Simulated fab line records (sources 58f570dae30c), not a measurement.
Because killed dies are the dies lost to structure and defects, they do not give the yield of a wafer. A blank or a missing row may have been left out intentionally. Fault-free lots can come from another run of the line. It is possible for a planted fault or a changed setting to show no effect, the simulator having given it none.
fab line records	flow berkeleyCmos170
record: lots: 14	wafers: 42	lastDay: 15
route steps=331 shown WELLDRIVE@56
lots with no fault: from the same line, run without faults
startH: start of the lot's first displayed wafer, in hours after the record's first day	waitH: how many hours have passed since the lot's step before this one	" the same as in the row above	L1.1+2: several wafers, shown together as one row	- no value, or no start given	* or withheld: withheld	< > ~ a bound
route shown NAME@n: NAME is a module with steps in the file, n the number in the route of the first one	usual: mean/standard deviation taken from wafers without a fault	same: alike in all rows	chamber/n: place in a boat	sites: readings site by site	_std_site: standard deviation across them	_edge_site: the outer-site mean with the inner-site mean subtracted	radiusMm: how far each site lies from the wafer's centre	mask NAME#n: copy n	behind: tool/chamber where the wafer was last shaped	hold: what put the lot on hold/how long, in hours/how the hold closed	device: names the non-switching transistor (n, p or np)	end of line: tests run on the same wafers once the route is complete	step lacking rows: just its recipe	killed: not the wafer's yield, but the dies lost to structure and defects at the first sort	map: the dies of a wafer, with x for killed, . for not killed, _ for no die there
set.NAME: the run value of the setting; set.NAME@STEP: its run value at that earlier step	model.NAME: the simulator's own value behind a step, which no gauge read
the route's steps for a sample of lots (tables are steps, rows are wafers)
services: from which hour (startH, from the record's first day; less than 0 if before it) a tool's chamber was out of use, for how many hours, and why
== steps ==
step: UCB170_WELLDRIVE_OXIDATION_01
recipe: tempC: 1100	ambient: O2	targetThkA: 1990	oxTimeS: 9000
usual: spikeTcCentreC: 1102.4/1.1	spikeTcLoadC: 1127.2/1.3	spikeTcSourceC: 1127.1/2	tubeCenterTempC: 1100/0.1	tube_center_temp_C_max: 1102.9/0.47
same: oxTimeS: 9000
lot.wafer	tool	chamber	startH	waitH	spikeTcCentreC	spikeTcLoadC	spikeTcSourceC	tubeCenterTempC	tube_center_temp_C_max
L921.1	furnace-02	0	76.44	1.9	1101.6	1125.2	1126.8	1099.9	1104.5
L921.4	"	0	"	"	1102.1	1127.0	1125.4	1100	1103.2
L921.6	"	0	"	"	1103.0	1127.3	1125.1	1100	1103.1
L922.2	furnace-02	0	76.44	3.7	1100.9	1126.6	1127.1	1100.1	1103.2
L922.3	"	0	"	"	1101.4	1127.4	1126.7	1099.9	1103.1
L922.4	"	0	"	"	1101.3	1126.4	1127.6	1100.1	1103.0
L924.1	furnace-01	0	88.68	2.6	1101.0	1126.8	1122.8	1099.9	1103.0
L924.4	"	0	"	"	1102.2	1126.5	1124.1	1100	1103.4
L924.6	"	0	"	"	1100.9	1127.7	1124.9	1100	1103.2
L926.2	furnace-02	0	95.64	3.5	1100.6	1128.3	1126.3	1099.8	1103.0
L926.5	"	0	"	"	1104.0	1126.3	1126.7	1099.9	1102.2
L926.6	"	0	"	"	1101.9	1125.8	1127.0	1099.9	1103.4
L927.1	furnace-02	0	105.99	3.4	1133.0	1159.6	1160.7	1132	1135.1
L927.2	"	0	"	"	1133.9	1158.6	1158.7	1131.8	1134.1
L927.4	"	0	"	"	1135.3	1157.3	1158.8	1131.9	1134.1
L928.2	furnace-02	0	105.99	3.2	1133.3	1159.8	1158.7	1132.1	1134.7
L928.4	"	0	"	"	1134.5	1159.3	1159.4	1132	1134.8
L928.5	"	0	"	"	1134.7	1157.7	1159.7	1131.9	1135.0
L933.4	furnace-04	0	132.47	3.7	1103.2	1126.8	1130.6	1100	1103.4
L933.5	"	0	"	"	1105.4	1126.8	1128.6	1100	1103.6
L933.6	"	0	"	"	1101.9	1127.9	1127.8	1100	1102.6
L936.3	furnace-04	0	143.14	2.2	1102.9	1127.6	1128.6	1100.1	1102.7
L936.4	"	0	"	"	1102.7	1128.5	1129.6	1100.1	1102.9
L936.5	"	0	"	"	1104.7	1130.5	1130.5	1100	1102.9
L938.2	furnace-01	0	153.43	3.3	1102.0	1126.7	1123.7	1100.1	1102.7
L938.3	"	0	"	"	1102.6	1125.1	1125.1	1100.1	1103.0
L938.4	"	0	"	"	1103.1	1126.0	1126.0	1100	1102.8
L939.2	furnace-04	0	160.16	3.2	1101.9	1130.8	1129.2	1100.2	1103.9
L939.4	"	0	"	"	1103.5	1128.6	1130.3	1100	1102.5
L939.5	"	0	"	"	1103.4	1129.2	1127.9	1100	1103.2
L940.1	furnace-04	0	160.16	3.2	1104.6	1128.4	1129.1	1099.9	1103.9
L940.2	"	0	"	"	1101.9	1128.6	1129.6	1100.1	1103.0
L940.5	"	0	"	"	1104.6	1128.9	1129.0	1100.1	1102.3
L941.1	furnace-02	0	177.97	8.3	1102.8	1127.7	1127.0	1100	1102.9
L941.4	"	0	"	"	1102.3	1126.8	1127.6	1099.9	1102.6
L941.6	"	0	"	"	1102.0	1126.2	1127.4	1100.1	1102.9
L942.3	furnace-02	0	177.97	8.3	1102.0	1127.3	1125.5	1100.1	1102.5
L942.5	"	0	"	"	1103.0	1126.7	1125.6	1100.1	1102.9
L942.6	"	0	"	"	1101.9	1125.9	1127.6	1100	1101.9
L943.1	furnace-02	0	189.15	8.1	1102.3	1125.4	1126.1	1100.1	1102.8
L943.5	"	0	"	"	1103.0	1127.4	1126.2	1100	1102.4
L943.6	"	0	"	"	1100.7	1124.9	1126.2	1100.1	1103.2
step: UCB170_WELLDRIVE_THK_MEAS_02
recipe: reads: SiO2_of_WELLDRIVE_OXIDATION_01
usual: WELLDRIVE_OXIDE_THK: 199/3.5
lot.wafer	tool	chamber	startH	waitH	WELLDRIVE_OXIDE_THK[nm]
L921.1	filmMetro-01	-	79.94	0.0	199
L921.4	"	-	"	"	199
L921.6	"	-	"	"	197
L922.2	filmMetro-03	-	79.95	0.0	200
L922.3	"	-	"	"	196
L922.4	"	-	"	"	200
L924.1	filmMetro-02	-	92.18	0.0	196
L924.4	"	-	"	"	199
L924.6	"	-	"	"	195
L926.2	filmMetro-03	-	99.15	0.0	203
L926.5	"	-	"	"	199
L926.6	"	-	"	"	202
L927.1	filmMetro-03	-	109.49	0.0	229
L927.2	"	-	"	"	228
L927.4	"	-	"	"	227
L928.2	filmMetro-01	-	109.50	0.0	233
L928.4	"	-	"	"	231
L928.5	"	-	"	"	236
L933.4	filmMetro-03	-	136.00	0.0	195
L933.5	"	-	"	"	191
L933.6	"	-	"	"	192
L936.3	filmMetro-03	-	146.66	0.0	200
L936.4	"	-	"	"	200
L936.5	"	-	"	"	199
L938.2	filmMetro-02	-	156.94	0.0	197
L938.3	"	-	"	"	196
L938.4	"	-	"	"	198
L940.1	filmMetro-01	-	163.66	0.0	196
L940.2	"	-	"	"	198
L940.5	"	-	"	"	196
L939.2	filmMetro-03	-	163.67	0.0	197
L939.4	"	-	"	"	203
L939.5	"	-	"	"	200
L941.1	filmMetro-03	-	181.47	0.0	202
L941.4	"	-	"	"	203
L941.6	"	-	"	"	202
L942.3	filmMetro-02	-	181.49	0.0	202
L942.5	"	-	"	"	201
L942.6	"	-	"	"	197
L943.1	filmMetro-03	-	192.65	0.0	195
L943.5	"	-	"	"	201
L943.6	"	-	"	"	194
== services ==
tool	chamber	startH	hours	kind
furnace-01	-	82.80	1.5	pm
furnace-04	-	84.99	3.5	pm
furnace-01	-	131.76	3.1	pm
furnace-02	-	164.34	4.0	pm
furnace-04	-	170.51	52.3	pm
== key ==
firstSign: step: UCB170_WELLDRIVE_OXIDATION_01	reading: tubeCenterTempC	direction: up	sigmas: 99+	usual: *	struck: *
effect: step: UCB170_WELLDRIVE_OXIDATION_01	reading: tube_center_temp_C_max	direction: up	sigmas: 67	usual: *	struck: *
effect: step: UCB170_WELLDRIVE_THK_MEAS_02	reading: WELLDRIVE_OXIDE_THK	direction: up	sigmas: 9.3	usual: 199	struck: 231
metAt UCB170_WELLDRIVE_OXIDATION_01
struckLots L927,L928
testerLeftOut L927,L928
onsetBetween 95.64 105.99
fault: kind: processParameterDrift	tool: furnace-02	chamber: -	onsetH: 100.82	steps: UCB170_WELLDRIVE_OXIDATION_01	channel: tempC	offset: *	shape: step	endH: 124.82	actsIn: *	stated: *
testerLeftOut: of these lots the tester's yield and bins aren't shown, on N5 and GAA mostly nor the transistor test; their killed dies are dies lost to structure and defects alone, not to doping, threshold or leakage, so they don't give the yield
